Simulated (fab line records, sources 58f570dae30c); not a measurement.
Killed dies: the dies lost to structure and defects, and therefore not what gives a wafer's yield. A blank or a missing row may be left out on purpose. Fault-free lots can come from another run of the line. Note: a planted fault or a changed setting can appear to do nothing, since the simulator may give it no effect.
The tool behind it: which one? + flow berkeley-cmos170 + Sampling: 14 lots, 42 wafers, 2 of 331 route steps

WHAT THE GAUGES READ, wafer by wafer
UCB170_V1_THK_MEAS_01. Usual: V1_TEOS_THK typically reads 2005 nm, with standard deviation 32.
| lot  | measured     | on            | V1_TEOS_THK (nm) | flag |
|------|--------------|---------------|------------------|------|
| L486 | day 6 21:59  | film-metro-03 | 2012 1989 1991   |      |
| L489 | day 7 23:43  | film-metro-03 | 2002 2000 2015   |      |
| L490 | day 8 09:38  | film-metro-01 | 2015 1992 2032   |      |
| L491 | day 8 09:38  | film-metro-04 | 1977 2011 1994   |      |
| L492 | day 8 09:39  | film-metro-03 | 2011 1984 2079   |      |
| L494 | day 9 10:15  | film-metro-04 | 1989 2040 2045   |      |
| L495 | day 9 19:52  | film-metro-03 | 1993 1991 2000   |      |
| L499 | day 10 08:14 | film-metro-01 | 2004 2013 2026   |      |
| L500 | day 10 08:15 | film-metro-03 | 1935 2001 1963   |      |
| L504 | day 10 23:27 | film-metro-03 | 2654 2667 2721   | OFF  |
| L505 | day 11 12:08 | film-metro-01 | 2598 2626 2644   | OFF  |
| L506 | day 11 12:08 | film-metro-03 | 1957 2030 2002   |      |
| L507 | day 11 23:14 | film-metro-03 | 2015 2022 2044   |      |
| L509 | day 12 03:26 | film-metro-03 | 1948 1969 1956   |      |

WHICH TOOL RAN EACH LOT (tool, then ch and the chambers of the sampled wafers, then the start)
| lot  | UCB170_V1_CVD_00                |
|------|---------------------------------|
| L486 | pecvd-01 ch 0,2, day 6 21:50    |
| L489 | pecvd-04 ch 0,1,2, day 7 23:34  |
| L490 | pecvd-02 ch 0,1, day 8 09:29    |
| L491 | pecvd-04 ch 0,2, day 8 09:29    |
| L492 | pecvd-01 ch 0,2, day 8 09:29    |
| L494 | pecvd-01 ch 0,1, day 9 10:01    |
| L495 | pecvd-02 ch 0,2, day 9 19:37    |
| L499 | pecvd-01 ch 1,2, day 10 08:04   |
| L500 | pecvd-04 ch 0,1,2, day 10 08:04 |
| L504 | pecvd-02 ch 1,2, day 10 23:18   |
| L505 | pecvd-02 ch 0,1, day 11 11:58   |
| L506 | pecvd-04 ch 1,2, day 11 11:58   |
| L507 | pecvd-01 ch 0,1,2, day 11 23:04 |
| L509 | pecvd-04 ch 1,2, day 12 03:16   |
- UCB170_V1_CVD_00: deposits SiO2 from TEOS/O2, target thk 2000 nm, time 250 s.

AS READ BY THE TOOLS THEMSELVES (means over the sampled wafers that have a number; for cases with no such wafer, the mark the record gives instead)
UCB170_V1_CVD_00. Usual: heater-power-w reads 249 W (standard deviation 48).
| lot  | tool     | heater-power-w (W) | flag |
|------|----------|--------------------|------|
| L486 | pecvd-01 | 270                |      |
| L489 | pecvd-04 | 272                |      |
| L490 | pecvd-02 | 217                |      |
| L491 | pecvd-04 | 270                |      |
| L492 | pecvd-01 | 225                |      |
| L494 | pecvd-01 | 254                |      |
| L495 | pecvd-02 | 224                |      |
| L499 | pecvd-01 | 253                |      |
| L500 | pecvd-04 | 280                |      |
| L504 | pecvd-02 | 297                |      |
| L505 | pecvd-02 | 202                |      |
| L506 | pecvd-04 | 243                |      |
| L507 | pecvd-01 | 262                |      |
| L509 | pecvd-04 | 260                |      |

THE ANSWER, worked out from the rows above alone
Rule: take the mean of a lot's wafers that have a number; if it is more than 3 standard deviations from the usual mean, the lot is off. A lot without any number at a reading at which 4 lots or more have one is off too. Where the step has rows for the other lots, those lots are counted as sound. Order of review: gauges by route order, followed by the tools' own readings, for which a lot's mean as printed above is used. The first step at which some lot is off is used, and at that step the reading that is off furthest; a lot without a number counts as furthest.
Off: L504, L505, seen at UCB170_V1_THK_MEAS_01 (V1_TEOS_THK).
A tool fits if, at a process step before that reading, it ran every lot that is off, and no sound lot after the first of them. Gauges at UCB170_V1_THK_MEAS_01: tried the same way as those tools. One fits: UCB170_V1_CVD_00 on pecvd-02. Its last sound lot is L495 (day 9 19:37), its first lot that is off L504 (day 10 23:18): a fault that began between those two fits.

WHAT WAS PUT IN BY THE SIMULATOR
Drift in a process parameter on pecvd-02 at UCB170_V1_CVD_00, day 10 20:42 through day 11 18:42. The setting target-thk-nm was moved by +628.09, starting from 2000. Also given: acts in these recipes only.
Shown lots that were struck: L504, L505. The same result came from the rule above.
